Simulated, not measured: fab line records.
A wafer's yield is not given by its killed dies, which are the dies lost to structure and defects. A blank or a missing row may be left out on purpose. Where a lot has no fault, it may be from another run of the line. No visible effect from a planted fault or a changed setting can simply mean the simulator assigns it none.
fab line records	flow rit-cmos
record: lots: 5	wafers: 15	last-day: 6
route steps=202 shown PLDD@116 SPACER@125 NSD@131 PSD@142 SDANNEAL@153 SILICIDE@161 M1@202
lots that met no fault: taken from a fault-free run of the same line
start-h: hours from the record's first day to the start of the lot's first wafer shown	wait-h: hours since the lot's step before	" unchanged from the row above	L1.1+2: a row that stands for several wafers	- no value present, or no start provided	* or withheld: withheld	< > ~ a bound
route shown NAME@n: NAME is a module with steps in the file, n the number in the route of the first one	usual: mean/standard deviation of fault-free wafers	same: alike in all rows	chamber/n: place in a boat	sites: each site's reading	_std_site: standard deviation of those values	_edge_site: inner sites' mean taken away from outer sites' mean	radius-mm: for every site, how far away it sits from the centre of the wafer	mask NAME#n: copy n	behind: the most recent tool/chamber to have shaped the wafer	hold: why the lot went on hold/how many hours it stayed there/how the hold came to an end	device: which transistor (n, p or np) failed to switch	end of line: the route-end tests of the same wafers	a step with no rows: only its recipe	killed: the dies lost at the first sort to structure and to defects; this is not the yield of the wafer	map: a wafer's dies, marking killed ones x, the rest . and places with no die _
set.NAME: the setting the step ran with; set.NAME@STEP: the setting that earlier step ran with	model.NAME: the simulator's own value behind a step, which no gauge read
certain route steps with their lots: each step a table, each wafer a row
services: a tool's chamber out of use, with start hour (start-h, from the record's first day; less than 0 if before it), hours out, and reason
== steps ==
step: RIT_PLDD_SOFTBAKE_02
recipe: resist: NOVOLAK	temp-c: 90	time-s: 60
step: RIT_PLDD_EXPOSE_03
recipe: mask-id: M8	na: 0.57	target-cd-nm: 40900	dose-mj: 250
step: RIT_PLDD_PEB_04
recipe: resist: NOVOLAK	temp-c: withheld	time-s: withheld
step: RIT_PLDD_DEVELOP_05
recipe: resist: NOVOLAK	develop-time-s: 50	dev-temp-c: 23
step: RIT_PLDD_OVL_MEAS_06
usual: PLDD_OVL: 0.6/1.6
lot.wafer	tool	chamber	start-h	wait-h	PLDD_OVL[nm]
L429.2	overlay-01	-	62.10	-	1.0
L429.4	"	-	"	"	0.6
L429.6	"	-	"	"	0.0
L436.1	overlay-01	-	96.39	-	0.1
L436.2	"	-	"	"	-1.1
L436.3	"	-	"	"	-1.1
L437.1	overlay-01	-	97.54	-	3.0
L437.2	"	-	"	"	-0.1
L437.4	"	-	"	"	1.3
L439.2	overlay-01	-	110.42	-	1.6
L439.3	"	-	"	"	-0.2
L439.5	"	-	"	"	-0.1
L441.1	overlay-02	-	118.73	-	1.2
L441.2	"	-	"	"	1.6
L441.4	"	-	"	"	2.0
step: RIT_PLDD_HARDBAKE_07
recipe: resist: NOVOLAK	temp-c: 140	time-s: 60
step: RIT_PLDD_IMPLANT_08
recipe: species: BF2	energy-kev: 20	dose-cm2: 9e+14	tilt-deg: 7
step: RIT_PLDD_STRIP_09
recipe: chemistry: O2	time-s: 180	resist: NOVOLAK	platen-temp-c: withheld	power-w: 500	pressure-mtorr: 4000	o2-flow-sccm: 4000
usual: drypump-motor-current-A: 5.9/0.56	rf-refl-power-W: 7.3/1.5
lot.wafer	tool	chamber	start-h	wait-h	drypump-motor-current-A	rf-hours-counter-h	rf-refl-power-W
L429.2	plasma-asher-03	1	62.43	0.1	6.4	41	7.5
L429.4	"	0	"	"	5.6	-	7.2
L429.6	"	0	"	"	5.6	-	7.4
L436.1	plasma-asher-01	0	96.73	0.1	6.1	32	5.2
L436.2	"	1	"	"	5.6	32	9.4
L436.3	"	0	"	"	6.2	-	5.3
L437.1	plasma-asher-03	0	97.88	0.1	5.6	45	7.3
L437.2	"	1	"	"	6.4	45	7.5
L437.4	"	1	"	"	6.4	-	7.5
L439.2	plasma-asher-01	1	110.75	0.1	5.7	34	9.4
L439.3	"	0	"	"	6.2	-	5.2
L439.5	"	1	"	"	5.6	-	9.5
L441.1	plasma-asher-02	1	119.06	0.1	4.9	46	8.4
L441.2	"	0	"	"	6.6	46	5.9
L441.4	"	1	"	"	4.9	-	8.3
step: RIT_PLDD_TW_MEAS_10
usual: PLDD_TW: 2338/22
lot.wafer	tool	chamber	start-h	wait-h	PLDD_TW
L429.2	film-metro-02	-	62.61	0.1	2298
L429.4	"	-	"	"	2304
L429.6	"	-	"	"	2300
L436.1	film-metro-01	-	96.90	0.1	2358
L436.2	"	-	"	"	2345
L436.3	"	-	"	"	2353
L437.1	film-metro-04	-	98.05	0.1	2339
L437.2	"	-	"	"	2345
L437.4	"	-	"	"	2352
L439.2	film-metro-02	-	110.94	0.1	2298
L439.3	"	-	"	"	2301
L439.5	"	-	"	"	2305
L441.1	film-metro-01	-	119.24	0.1	2350
L441.2	"	-	"	"	2352
L441.4	"	-	"	"	2365
step: RIT_SPACER_CLEAN_00
recipe: chemistry: SC1	mix: 3:3:50	time-s: 600	temp-c: 75
step: RIT_SPACER_CLEAN_01
recipe: chemistry: dHF	dilution: 50:1	time-s: 30
step: RIT_SPACER_CLEAN_02
recipe: chemistry: SC2	mix: 3:3:50	time-s: 600	temp-c: 75	dry: n2-spin
step: RIT_SPACER_CVD_03
recipe: material: Si3N4	target-thk-nm: 250	temp-c: 810	precursor: SiH2Cl2/NH3	time-s: 3300	pressure-mtorr: 300	sih2cl2-flow-sccm: 60	nh3-flow-sccm: 150
usual: spike-tc-centre-C: 812.6/1.7	zone-power-source-pct: 21.7/1.6
lot.wafer	tool	chamber	start-h	wait-h	spike-tc-centre-C	zone-power-source-pct	model.Si3N4_of_SPACER_CVD_03.thk-nm
L429.2	lpcvd-01	0	63.03	0.0	813.0	20.6	249.9
L429.4	"	0	"	"	812.5	20.8	250.8
L429.6	"	0	"	"	813.3	20.7	250
L436.1	lpcvd-01	0	97.36	0.0	814.9	20.7	254.6
L436.2	"	0	"	"	814.3	21.0	256
L436.3	"	0	"	"	813.9	20.8	254.2
L437.1	lpcvd-02	0	98.53	0.0	813.6	22.5	248.2
L437.2	"	0	"	"	813.3	22.3	250.1
L437.4	"	0	"	"	814.7	22.1	252.4
L439.2	lpcvd-01	1	111.35	0.0	809.1	19.4	251.5
L439.3	"	1	"	"	810.3	19.2	250.8
L439.5	"	1	"	"	810.4	19.1	248.7
L441.1	lpcvd-02	0	119.73	0.0	813.9	22.3	186.6
L441.2	"	0	"	"	813.6	22.2	187.7
L441.4	"	0	"	"	814.0	22.1	185.9
step: RIT_SPACER_THK_MEAS_04
recipe: reads: Si3N4_of_SPACER_CVD_03
usual: SPACER_NITRIDE_THK: 249.6/2.6
lot.wafer	tool	chamber	start-h	wait-h	SPACER_NITRIDE_THK[nm]
L429.2	film-metro-03	-	64.95	0.0	250.0
L429.4	"	-	"	"	250.8
L429.6	"	-	"	"	250.1
L436.1	film-metro-03	-	99.28	0.0	254.6
L436.2	"	-	"	"	256.0
L436.3	"	-	"	"	254.1
L437.1	film-metro-03	-	100.45	0.0	248.4
L437.2	"	-	"	"	250.2
L437.4	"	-	"	"	252.3
L439.2	film-metro-01	-	113.28	0.0	251.5
L439.3	"	-	"	"	250.8
L439.5	"	-	"	"	248.5
L441.1	film-metro-04	-	121.65	0.2	186.6
L441.2	"	-	"	"	187.8
L441.4	"	-	"	"	186.0
step: RIT_SPACER_ETCHBACK_05
recipe: target-depth-a: 2500	SF6_flow_sccm: 30	CHF3_flow_sccm: 30	target: Si3N4	chemistry: SF6/CHF3	pressure-mtorr: 40	rf-w: 250	time-s: 240	stop-on: SiO2
usual: SF6_flow_sccm: 30.01/0.088	drypump-motor-current-A: 5.7/0.61	oes-product-au: 0.840/0.012	throttle-valve-pct: 10.26/0.11
lot.wafer	tool	chamber	start-h	wait-h	SF6_flow_sccm	drypump-motor-current-A	oes-product-au	rf-hours-counter-h	throttle-valve-pct	model.etch.depth-nm
L429.2	rie-diel-01	2	65.00	0.0	30.12	6.5	0.860	144	10.16	249.9
L429.4	"	3	"	"	30.09	6.3	0.843	6	10.10	250.8
L429.6	"	0	"	"	29.93	5.8	0.845	-	10.37	250
L436.1	rie-diel-03	1	99.34	0.1	30.12	5.0	0.852	46	10.36	254.6
L436.2	"	2	"	"	29.94	4.7	0.841	120	10.22	256
L436.3	"	3	"	"	30.01	6.3	0.857	7	10.20	254.2
L437.1	rie-diel-03	1	100.51	0.1	30.24	5.0	0.838	46	10.37	248.2
L437.2	"	3	"	"	30.14	6.3	0.833	7	10.19	250.1
L437.4	"	2	"	"	29.88	4.7	0.832	120	10.22	252.4
L439.2	rie-diel-03	2	113.33	0.0	29.88	4.7	0.827	120	10.20	251.5
L439.3	"	0	"	"	29.90	5.1	0.859	19	10.34	250.8
L439.5	"	0	"	"	29.95	5.1	0.855	-	10.36	248.7
L441.1	rie-diel-03	0	121.71	0.1	30.11	5.2	0.695	19	10.30	186.6
L441.2	"	1	"	"	30.05	5.0	0.692	47	10.30	187.7
L441.4	"	2	"	"	30.13	4.7	0.666	120	10.16	185.9
step: RIT_NSD_HMDS_00
recipe: prime-time-s: 60	prime-temp-c: 140
step: RIT_NSD_COAT_01
recipe: resist: NOVOLAK	spin-rpm: 3250	resist-thk-nm: 1000
step: RIT_NSD_SOFTBAKE_02
recipe: resist: NOVOLAK	temp-c: 90	time-s: 60
step: RIT_NSD_EXPOSE_03
recipe: mask-id: M9	na: 0.57	target-cd-nm: 40700	dose-mj: 250
step: RIT_NSD_PEB_04
recipe: resist: NOVOLAK	temp-c: withheld	time-s: withheld
step: RIT_NSD_DEVELOP_05
recipe: resist: NOVOLAK	develop-time-s: 50	dev-temp-c: 23
step: RIT_NSD_OVL_MEAS_06
usual: NSD_OVL: 0.1/1.1
lot.wafer	tool	chamber	start-h	wait-h	NSD_OVL[nm]
L429.2	overlay-01	-	66.04	-	0.9
L429.4	"	-	"	"	2.5
L429.6	"	-	"	"	0.0
L436.1	overlay-01	-	100.34	-	1.0
L436.2	"	-	"	"	1.1
L436.3	"	-	"	"	1.1
L437.1	overlay-01	-	101.95	-	0.1
L437.2	"	-	"	"	-0.6
L437.4	"	-	"	"	-0.3
L439.2	overlay-02	-	114.34	-	-0.9
L439.3	"	-	"	"	1.0
L439.5	"	-	"	"	0.1
L441.1	overlay-01	-	122.71	-	-1.9
L441.2	"	-	"	"	0.3
L441.4	"	-	"	"	-1.8
step: RIT_NSD_HARDBAKE_07
recipe: resist: NOVOLAK	temp-c: 140	time-s: 60
step: RIT_NSD_IMPLANT_08
recipe: species: P	energy-kev: 25	dose-cm2: 1e+15	tilt-deg: 7
step: RIT_NSD_STRIP_09
recipe: chemistry: O2	time-s: 180	resist: NOVOLAK	platen-temp-c: withheld	power-w: 500	pressure-mtorr: 4000	o2-flow-sccm: 4000
usual: drypump-motor-current-A: 5.9/0.52	rf-refl-power-W: 8.2/1.8
lot.wafer	tool	chamber	start-h	wait-h	drypump-motor-current-A	rf-hours-counter-h	rf-refl-power-W
L429.2	plasma-asher-02	1	66.37	0.1	4.9	40	8.4
L429.4	"	1	"	"	4.9	-	8.5
L429.6	"	1	"	"	4.8	-	8.2
L436.1	plasma-asher-04	1	100.68	0.1	6.0	46	8.9
L436.2	"	0	"	"	6.3	46	10.4
L436.3	"	0	"	"	6.3	-	10.4
L437.1	plasma-asher-04	0	102.28	0.1	6.2	46	10.0
L437.2	"	1	"	"	6.0	46	9.0
L437.4	"	1	"	"	6.0	-	8.8
L439.2	plasma-asher-01	0	114.67	0.1	6.2	34	5.1
L439.3	"	0	"	"	6.1	-	5.2
L439.5	"	0	"	"	6.2	-	5.1
L441.1	plasma-asher-04	0	123.04	0.1	6.2	1	10.0
L441.2	"	1	"	"	6.0	1	9.0
L441.4	"	0	"	"	6.3	-	10.2
step: RIT_NSD_TW_MEAS_10
usual: NSD_TW: 3103/28
lot.wafer	tool	chamber	start-h	wait-h	NSD_TW
L429.2	film-metro-04	-	66.56	0.1	3119
L429.4	"	-	"	"	3111
L429.6	"	-	"	"	3123
L436.1	film-metro-01	-	100.85	0.1	3129
L436.2	"	-	"	"	3131
L436.3	"	-	"	"	3130
L437.1	film-metro-04	-	102.46	0.1	3096
L437.2	"	-	"	"	3086
L437.4	"	-	"	"	3105
L439.2	film-metro-04	-	114.85	0.1	3120
L439.3	"	-	"	"	3103
L439.5	"	-	"	"	3106
L441.1	film-metro-04	-	123.22	0.1	3101
L441.2	"	-	"	"	3105
L441.4	"	-	"	"	3095
step: RIT_PSD_HMDS_00
recipe: prime-time-s: 60	prime-temp-c: 140
step: RIT_PSD_COAT_01
recipe: resist: NOVOLAK	spin-rpm: 3250	resist-thk-nm: 1000
step: RIT_PSD_SOFTBAKE_02
recipe: resist: NOVOLAK	temp-c: 90	time-s: 60
step: RIT_PSD_EXPOSE_03
recipe: mask-id: M10	na: 0.57	target-cd-nm: 40900	dose-mj: 250
step: RIT_PSD_PEB_04
recipe: resist: NOVOLAK	temp-c: withheld	time-s: withheld
step: RIT_PSD_DEVELOP_05
recipe: resist: NOVOLAK	develop-time-s: 50	dev-temp-c: 23
step: RIT_PSD_OVL_MEAS_06
usual: PSD_OVL: -0.3/1.3
lot.wafer	tool	chamber	start-h	wait-h	PSD_OVL[nm]
L429.2	overlay-02	-	67.70	-	-2.7
L429.4	"	-	"	"	-1.5
L429.6	"	-	"	"	-1.9
L436.1	overlay-02	-	101.96	-	-0.6
L436.2	"	-	"	"	-0.1
L436.3	"	-	"	"	1.1
L437.1	overlay-01	-	103.54	-	-1.1
L437.2	"	-	"	"	0.6
L437.4	"	-	"	"	-1.1
L439.2	overlay-01	-	115.88	-	0.1
L439.3	"	-	"	"	0.0
L439.5	"	-	"	"	2.2
L441.1	overlay-01	-	124.32	-	2.6
L441.2	"	-	"	"	1.9
L441.4	"	-	"	"	1.9
step: RIT_PSD_HARDBAKE_07
recipe: resist: NOVOLAK	temp-c: 140	time-s: 60
step: RIT_PSD_IMPLANT_08
recipe: species: BF2	energy-kev: 27	dose-cm2: 5e+15	tilt-deg: 7
step: RIT_PSD_STRIP_09
recipe: chemistry: O2	time-s: 180	resist: NOVOLAK	platen-temp-c: withheld	power-w: 500	pressure-mtorr: 4000	o2-flow-sccm: 4000
usual: drypump-motor-current-A: 6.0/0.42	rf-refl-power-W: 8.5/1.2
lot.wafer	tool	chamber	start-h	wait-h	drypump-motor-current-A	rf-hours-counter-h	rf-refl-power-W
L429.2	plasma-asher-04	1	68.03	0.1	6.1	42	8.7
L429.4	"	0	"	"	6.3	-	9.7
L429.6	"	0	"	"	6.2	-	10.2
L436.1	plasma-asher-03	1	102.43	0.1	6.5	45	7.5
L436.2	"	0	"	"	5.6	45	7.3
L436.3	"	0	"	"	5.5	-	7.5
L437.1	plasma-asher-03	1	103.88	0.1	6.5	46	7.6
L437.2	"	0	"	"	5.6	46	7.3
L437.4	"	1	"	"	6.5	-	7.7
L439.2	plasma-asher-03	1	116.21	0.1	6.5	47	7.4
L439.3	"	1	"	"	6.4	-	7.7
L439.5	"	0	"	"	5.6	-	7.2
L441.1	plasma-asher-04	1	124.66	0.1	6.1	1	8.8
L441.2	"	0	"	"	6.2	1	10.2
L441.4	"	1	"	"	6.0	-	8.6
step: RIT_PSD_TW_MEAS_10
usual: PSD_TW: 3415/29
lot.wafer	tool	chamber	start-h	wait-h	PSD_TW
L429.2	film-metro-01	-	68.21	0.1	3443
L429.4	"	-	"	"	3469
L429.6	"	-	"	"	3459
L436.1	film-metro-02	-	102.61	0.1	3374
L436.2	"	-	"	"	3372
L436.3	"	-	"	"	3369
L437.1	film-metro-02	-	104.05	0.1	3362
L437.2	"	-	"	"	3344
L437.4	"	-	"	"	3381
L439.2	film-metro-02	-	116.40	0.1	3366
L439.3	"	-	"	"	3358
L439.5	"	-	"	"	3386
L441.1	film-metro-02	-	124.83	0.1	3368
L441.2	"	-	"	"	3372
L441.4	"	-	"	"	3387
step: RIT_SDANNEAL_CLEAN_00
recipe: chemistry: SC1	mix: 3:3:50	time-s: 600	temp-c: 75
step: RIT_SDANNEAL_CLEAN_01
recipe: chemistry: dHF	dilution: 50:1	time-s: 30
step: RIT_SDANNEAL_CLEAN_02
recipe: chemistry: SC2	mix: 3:3:50	time-s: 600	temp-c: 75	dry: n2-spin
step: RIT_SDANNEAL_RTA_03
recipe: temp-c: 1050	time-s: 5	idle-temp-c: 600	ramp-up-c-per-s: 342	ramp-down-c-per-s: 171	cool-to-c: 600	ambient: N2
usual: wafer_temp_C_max: 1053.5/1
lot.wafer	tool	chamber	start-h	wait-h	wafer_temp_C_max
L429.2	rtp-anneal-02	0	68.64	0.0	1054.3
L429.4	"	0	"	"	1051.5
L429.6	"	0	"	"	1053.6
L436.1	rtp-anneal-01	0	103.07	0.0	1053.6
L436.2	"	0	"	"	1053.4
L436.3	"	0	"	"	1052.8
L437.1	rtp-anneal-02	0	104.53	0.0	1054.9
L437.2	"	0	"	"	1052.1
L437.4	"	0	"	"	1052.5
L439.2	rtp-anneal-02	0	116.83	0.0	1052.9
L439.3	"	0	"	"	1052.7
L439.5	"	0	"	"	1053.9
L441.1	rtp-anneal-02	0	125.26	0.0	1051.6
L441.2	"	0	"	"	1054.3
L441.4	"	0	"	"	1053.7
step: RIT_SDANNEAL_RS_MEAS_04
recipe: thk-meas-gauge: four-point-probe
usual: PSD_RS: 116.0/0.37
lot.wafer	tool	chamber	start-h	wait-h	PSD_RS[ohm/sq]
L429.2	film-metro-01	-	68.71	0.1	115.9
L429.4	"	-	"	"	115.9
L429.6	"	-	"	"	116.3
L436.1	film-metro-02	-	103.13	0.0	116.2
L436.2	"	-	"	"	115.9
L436.3	"	-	"	"	116.2
L437.1	film-metro-04	-	104.59	0.0	116.1
L437.2	"	-	"	"	116.1
L437.4	"	-	"	"	116.0
L439.2	film-metro-02	-	116.90	0.1	115.5
L439.3	"	-	"	"	115.5
L439.5	"	-	"	"	115.4
L441.1	film-metro-02	-	125.32	0.0	115.9
L441.2	"	-	"	"	115.5
L441.4	"	-	"	"	115.8
step: RIT_SILICIDE_WET_ETCH_00
recipe: chemistry: BOE	target: SiO2	target-depth-nm: 14	time-s: 15	dry: n2-spin	dilution: 10:1	temp-c: 21.5
usual: temp-c: 21.53/0.093
lot.wafer	tool	chamber	start-h	wait-h	temp-c	model.Si3N4_of_SPACER_CVD_03.thk-nm
L429.2	wet-bench-02	0	69.17	0.1	21.40	192.6
L429.4	"	0	"	"	21.56	195.4
L429.6	"	0	"	"	21.59	193.5
L436.1	wet-bench-01	3	103.61	0.1	21.53	198.8
L436.2	"	3	"	"	21.47	199.9
L436.3	"	3	"	"	21.60	199
L437.1	wet-bench-03	0	105.07	0.1	21.74	194.6
L437.2	"	0	"	"	21.76	195.7
L437.4	"	0	"	"	21.68	197.5
L439.2	wet-bench-03	1	117.36	0.1	21.40	196.2
L439.3	"	1	"	"	21.39	196
L439.5	"	1	"	"	21.50	194.4
L441.1	wet-bench-03	1	125.80	0.1	21.42	145.5
L441.2	"	1	"	"	21.42	146.6
L441.4	"	1	"	"	21.63	144.5
step: RIT_M1_PROBE_99
usual: killed-at-contacts: 0.1/0.23	killed-at-front-end: 6.2/2.8	killed-dies: 6.3/2.7	killed-open: 3.1/2	killed-short: 3.2/1.8
same: gross-dies: 264	killed_at_M0_to_M3: 0	killed_at_M4_up: 0	killed-at-back-side: 0	killed-at-other: 0
lot.wafer	tool	chamber	start-h	wait-h	killed-at-contacts	killed-at-front-end	killed-dies	killed-open	killed-short
L429.2	prober-02	-	76.10	0.1	0	5	5	0	5
L429.4	prober-02	-	76.20	0.2	0	5	5	2	3
L429.6	prober-02	-	76.30	0.2	0	10	10	5	5
L436.1	prober-01	-	110.39	0.1	0	5	5	4	1
L436.2	prober-01	-	110.44	0.1	0	4	4	2	2
L436.3	prober-01	-	110.49	0.2	0	5	5	0	5
L437.1	prober-01	-	112.10	0.1	0	4	4	2	2
L437.2	prober-01	-	112.15	0.1	0	5	5	3	2
L437.4	prober-01	-	112.25	0.2	1	5	6	3	3
L441.1	prober-01	-	132.89	0.1	0	5	5	3	2
L441.2	prober-01	-	132.94	0.1	0	11	11	6	5
L441.4	prober-01	-	133.04	0.2	0	9	9	4	5
killed by level:class
L429.2 GATE:geometric-particle:short=3 FOX1:geometric-particle:short=1 SPACER:geometric-particle:short=1
L429.4 SPACER:geometric-particle:short=2 REOX:geometric-particle:short=1 REOX:geometric-particle:open=1 SILICIDE:geometric-particle:open=1
L429.6 GATE:geometric-particle:open=2 SPACER:geometric-particle:short=2 FOX1:geometric-particle:open=1 FOX2:geometric-particle:short=1 GATE:geometric-particle:short=1 REOX:geometric-particle:short=1 REOX:geometric-particle:open=1 SPACER:geometric-particle:open=1
L436.1 FOX2:geometric-particle:open=1 GATE:geometric-particle:open=1 REOX:geometric-particle:open=1 REOX:geometric-particle:short=1 SPACER:geometric-particle:open=1
L436.2 SILICIDE:geometric-particle:open=2 FOX1:geometric-particle:short=1 GATE:geometric-particle:short=1
L436.3 GATE:geometric-particle:short=2 REOX:geometric-particle:short=2 SILICIDE:geometric-particle:short=1
L437.1 FOX1:geometric-particle:short=1 FOX1:geometric-particle:open=1 GATE:geometric-particle:open=1 GATE:geometric-particle:short=1
L437.2 FOX1:geometric-particle:open=2 FOX1:geometric-particle:short=1 FOX2:geometric-particle:short=1 GATE:geometric-particle:open=1
L437.4 FOX1:geometric-particle:open=2 FOX1:geometric-particle:short=1 GATE:geometric-particle:short=1 REOX:geometric-particle:open=1 CONTACT:geometric-particle:short=1
L441.1 GATE:geometric-particle:open=2 GATE:geometric-particle:short=1 SPACER:geometric-particle:open=1 SILICIDE:geometric-particle:short=1
L441.2 GATE:geometric-particle:open=4 REOX:geometric-particle:short=3 REOX:geometric-particle:open=2 FOX2:geometric-particle:short=1 GATE:geometric-particle:short=1
L441.4 GATE:geometric-particle:open=2 FOX1:geometric-particle:short=1 FOX2:geometric-particle:short=1 GATE:geometric-particle:short=1 REOX:geometric-particle:open=1 REOX:geometric-particle:short=1 SILICIDE:geometric-particle:short=1 SILICIDE:geometric-particle:open=1
== services ==
tool	chamber	start-h	hours	kind
plasma-asher-04	-	45.85	1.2	repair
lpcvd-02	-	70.04	6.1	pm
plasma-asher-04	-	108.75	9.0	pm
plasma-asher-04	0	108.75	9.0	vent-cycle
plasma-asher-04	1	108.75	9.0	vent-cycle
wet-bench-01	-	111.40	6.5	repair
plasma-asher-04	0	117.75	-	clean
plasma-asher-04	1	117.75	-	clean
== key ==
first-sign: step: RIT_SPACER_THK_MEAS_04	reading: SPACER_NITRIDE_THK	direction: down	sigmas: 24	usual: 249.6	struck: 186.8
effect: step: RIT_SPACER_ETCHBACK_05	reading: oes-product-au	direction: down	sigmas: 13	usual: 0.840	struck: 0.684
model-effect: step: RIT_SPACER_CVD_03	value: Si3N4_of_SPACER_CVD_03.thk-nm	without: 250.8	struck: 186.7
model-effect: step: RIT_SPACER_ETCHBACK_05	value: etch.depth-nm	without: 250.8	struck: 186.7
model-effect: step: RIT_SILICIDE_WET_ETCH_00	value: Si3N4_of_SPACER_CVD_03.thk-nm	without: 195.9	struck: 145.5
met-at RIT_SPACER_CVD_03
struck-wafers L441.1,L441.2,L441.4
tester-left-out L441
onset-between 98.53 119.73
also-fits time
fault: kind: process-parameter-drift	tool: lpcvd-02	chamber: 0	onset-h: 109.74	steps: RIT_SPACER_CVD_03	channel: time-s	offset: *	shape: step	end-h: 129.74	acts-in: *	stated: *
tester-left-out: of these lots the tester's yield and bins aren't shown, on N5 and GAA mostly nor the transistor test; their killed dies are dies lost to structure and defects alone, not to doping, threshold or leakage, so they don't give the yield
